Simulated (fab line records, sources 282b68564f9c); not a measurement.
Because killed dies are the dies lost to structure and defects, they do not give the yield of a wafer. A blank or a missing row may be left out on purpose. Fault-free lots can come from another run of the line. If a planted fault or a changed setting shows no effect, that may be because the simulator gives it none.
A lot that was struck, set against a sound lot    flow rit cmos    20 steps out of a route of 202
Sound: these wafers, L229.1, L229.4, L229.6. Wafers L244.3, L244.5, L244.6 were the ones struck. The cause is named last.
For every step that has rows: the tool of each side, followed by ch and its chambers, followed by its first start. Under that, the readings that differ: sound wafers    struck wafers    difference of the means    sigmas: that difference in standard deviations of wafers without a fault.
alike: a reading whose means differ by less than 2 such deviations, as well as words and numbers matching on both sides. not compared: withheld readings; readings where some wafer has no value; bounds like >300 that might hide an equal value; numbers whose values overlap and for which the record gives no deviation.
Wherever a step has rows on one side only, a row that says differs or no value, or a row with sigmas, the two part there. When numbers do not overlap yet have no deviation, they are printed without sigmas and do not part them. A reading missing from all wafers of one side parts the sides only when that side holds two or more wafers.

first, 2 steps without rows for these wafers: RIT_NWELL_HARDBAKE_07 (time 120 s); RIT_NWELL_IMPLANT_08.
RIT_NWELL_STRIP_09: strips in O2, time 180 s.
  sound on plasma asher-04 ch 0,1, day 2 07:51; struck on plasma asher-01 ch 0,1, day 5 10:02
  alike: drypump motor current A, rf refl power W
  not compared: rf hours counter h
RIT_NWELL_TW_MEAS_10:
  struck on film metro-01, day 5 10:10; sound on film metro-04, day 2 08:01
  alike: NWELL_TW
then, 6 steps without rows for these wafers: RIT_PWELL_HMDS_00 (prime time 60 s); RIT_PWELL_COAT_01 (resist thk 1300 nm); RIT_PWELL_SOFTBAKE_02 (time 60 s); RIT_PWELL_EXPOSE_03 (exposes mask M3, target cd 43700 nm); RIT_PWELL_PEB_04; RIT_PWELL_DEVELOP_05 (develop time 68 s).
RIT_PWELL_OVL_MEAS_06:
  struck on overlay-01, day 5 11:26; sound on overlay-01, day 2 08:58
reading         sound           struck       difference  sigmas
PWELL_OVL (nm)  -1.9 -2.3 -1.5  2.4 2.6 2.8  +4.5        +3
then, 1 step without rows for these wafers: RIT_PWELL_HARDBAKE_07 (time 120 s).
RIT_PWELL_IMPLANT_08:
  sound on implanter-04 ch 0, day 2 09:15; struck on implanter-04 ch 0, day 5 11:46
reading             sound                          struck                         difference  sigmas
dose ions cm2       7.012e+13 7.008e+13 7.015e+13  6.081e+13 6.074e+13 6.069e+13  -9.370e+12  -99 or more
faraday current uA  226 225 210                    200 194 192                    -25         -6
  alike: beam on s, end station pressure torr, tilt deg
RIT_PWELL_STRIP_09: strips in O2, time 180 s.
  sound on plasma asher-04 ch 0,1, day 2 09:24; struck on plasma asher-02 ch 0,1, day 5 11:55
reading                      sound        struck       difference  sigmas
drypump motor current A (A)  6.3 6.1 6.2  5.2 5.2 5.5  -0.9        -2
  alike: rf refl power W
  not compared: rf hours counter h
RIT_PWELL_TW_MEAS_10:
  struck on film metro-04, day 5 12:03; sound on film metro-01, day 2 09:34
reading   sound        struck       difference  sigmas
PWELL_TW  943 947 941  906 907 908  -37         -6
then, 1 step without rows for these wafers: RIT_WELLDRIVE_ANNEAL_00 (time 14700 s).
RIT_WELLDRIVE_RS_MEAS_01: the measuring method here is four-point-probe.
  struck on film metro-01, day 5 17:13; sound on film metro-04, day 2 14:43
  alike: NWELL_RS
RIT_WELLDRIVE_RS_MEAS_02: the measuring method here is four-point-probe.
  struck on film metro-01, day 5 17:20; sound on film metro-04, day 2 14:50
reading            sound              struck             difference  sigmas
PWELL_RS (ohm/sq)  431.9 432.5 431.6  469.3 468.8 467.3  +36.5       +21
then, 1 step without rows for these wafers: RIT_NRETRO_HMDS_00 (prime time 60 s).
RIT_M1_PROBE_99:
  struck on prober-02, day 6 22:25; sound on prober-02, day 3 22:03
reading                                  sound              struck             difference  sigmas
killed at front end                      4 1 4              12 11 7            +7          +2
killed dies                              5 1 4              12 11 7            +7          +2
killed open                              2 0 1              10 5 1             +4          +2
model.etest.nmos_0p3.r on ohm um         2151 2169 2123     2026 2048 1987     -127        
model.etest.pwell pinched.rs ohm sq      469 467.6 462.8    494.2 503.5 487.5  +28.6       
model.etest.pwell.rs ohm sq              406.5 412.7 411.5  453.2 453.3 451.6  +42.5       
model.etest.nmos turned.drive ua um      342.3 346 345.7    363 365.1 380      +25         
model.etest.nmos_0p15.drive ua um        487.5 484.8 478.2  499.4 494.9 520    +21.3       
model.etest.nmos narrow.drive ua um      227.7 225 225.2    249.9 249.2 249.6  +23.6       
model.etest.nmos_0p3.drive ua um         232.4 231.6 230.2  250.1 250.1 253.3  +19.8       
model.etest.well edge right.line ohm um  182.3 183.2 183.1  177.7 176.5 178.5  -5.3        
  alike: killed at contacts, killed short

## WHERE THEY PART
First at RIT_PWELL_OVL_MEAS_06; last, within this record, at RIT_M1_PROBE_99.

WHY: what had been put in by the simulator
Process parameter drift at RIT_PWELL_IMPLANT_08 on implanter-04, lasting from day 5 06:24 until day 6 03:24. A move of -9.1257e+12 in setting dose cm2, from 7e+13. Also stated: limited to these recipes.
